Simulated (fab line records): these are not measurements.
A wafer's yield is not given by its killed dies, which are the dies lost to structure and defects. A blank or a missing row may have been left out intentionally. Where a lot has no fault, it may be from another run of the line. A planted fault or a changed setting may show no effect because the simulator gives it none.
One fault through the eyes of 2 desks	flow berkeley cmos170	each desk has only its own numbers; what lay behind them comes last

== AT THE TOOL OWNER'S DESK: pvd sputter-03 ==
The tool's own readings at UCB170_SILICIDE_SPUTTER_01 (material Ti, target thk 30 nm, time 25 s): means of the sampled wafers that have a number, for each lot that ran on this tool. Marked OUT: a lot whose mean sits more than 4 standard deviations from the usual mean, which makes it out of limits; the brackets give that distance.
Columns: A = cathode dc power W at UCB170_SILICIDE_SPUTTER_01, usual 1500.0 W; B = throttle valve pct at UCB170_SILICIDE_SPUTTER_01, usual 30.3 %
lot	first seen here	A	B
L933	day 8 10:03	1500.0	29.8
L939	day 9 10:17	1754.1 (+99 or more) OUT	29.6
L942	day 10 04:53	1754.0 (+99 or more) OUT	29.7
This desk finds L939, L942 out of limits, L939 being first, at day 9 10:17 (cathode dc power W at UCB170_SILICIDE_SPUTTER_01). Within limits: L933.

== THE METROLOGY DESK ==
What the gauges read for every lot (on any tool): the sampled wafers with a number, averaged. Marked OUT: a lot whose mean sits more than 4 standard deviations from the usual mean, which makes it out of limits; the brackets give that distance.
Columns: A = PSD_RS at UCB170_SDANNEAL_RS_MEAS_02, usual 75.6 ohm/sq; B = NSD_RS at UCB170_SDANNEAL_RS_MEAS_03, usual 37.66 ohm/sq; C = PLDD_RS at UCB170_SDANNEAL_RS_MEAS_04, usual 1031.9 ohm/sq; D = NLDD_RS at UCB170_SDANNEAL_RS_MEAS_05, usual 616.3 ohm/sq; E = SILICIDE_TI_RS at UCB170_SILICIDE_RS_MEAS_02, usual 25.9 ohm/sq; F = SILICIDE_TI_THK at UCB170_SILICIDE_THK_MEAS_03, usual 30.1 nm
lot	first seen here	A	B	C	D	E	F
L933	day 8 09:30	75.6	37.54	1028.6	614.4	25.8	30.2
L939	day 9 09:46	75.7	37.64	1039.7	615.2	22.6 (-8.1) OUT	35.3 (+11) OUT
L942	day 10 04:20	76.1	37.68	1030.1	615.6	22.7 (-7.9) OUT	35.1 (+10) OUT
L947	day 11 06:13	75.7	37.73	1035.7	620.0	25.2	30.9
L945	day 11 06:36	76.0	37.69	1030.4	615.2	25.7	30.3
L951	day 13 02:35	75.5	37.58	1032.0	615.6	26.4	29.4
This desk's result: L939, L942 out of limits, first on L939 (SILICIDE_TI_RS at UCB170_SILICIDE_RS_MEAS_02), day 9 10:21. Within limits: L933, L947, L945, L951.

== TAKEN TOGETHER ==
The tool owner's desk could have raised an alarm at day 9 10:17, on L939, L942.
Metrology desk: alarm possible at day 9 10:21 on L939, L942.
UCB170_SILICIDE_SPUTTER_01 was run on pvd sputter-03 by each of the lots named.

== WHAT HAD BEEN PUT IN BY THE SIMULATOR ==
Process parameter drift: pvd sputter-03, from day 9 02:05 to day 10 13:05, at UCB170_SILICIDE_SPUTTER_01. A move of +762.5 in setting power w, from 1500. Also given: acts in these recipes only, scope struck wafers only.
Shown lots that were struck: L939, L942.
Counting hours from when the fault started, the first reading out of limits came at 8 for the tool owner's desk and at 8 for the metrology desk.
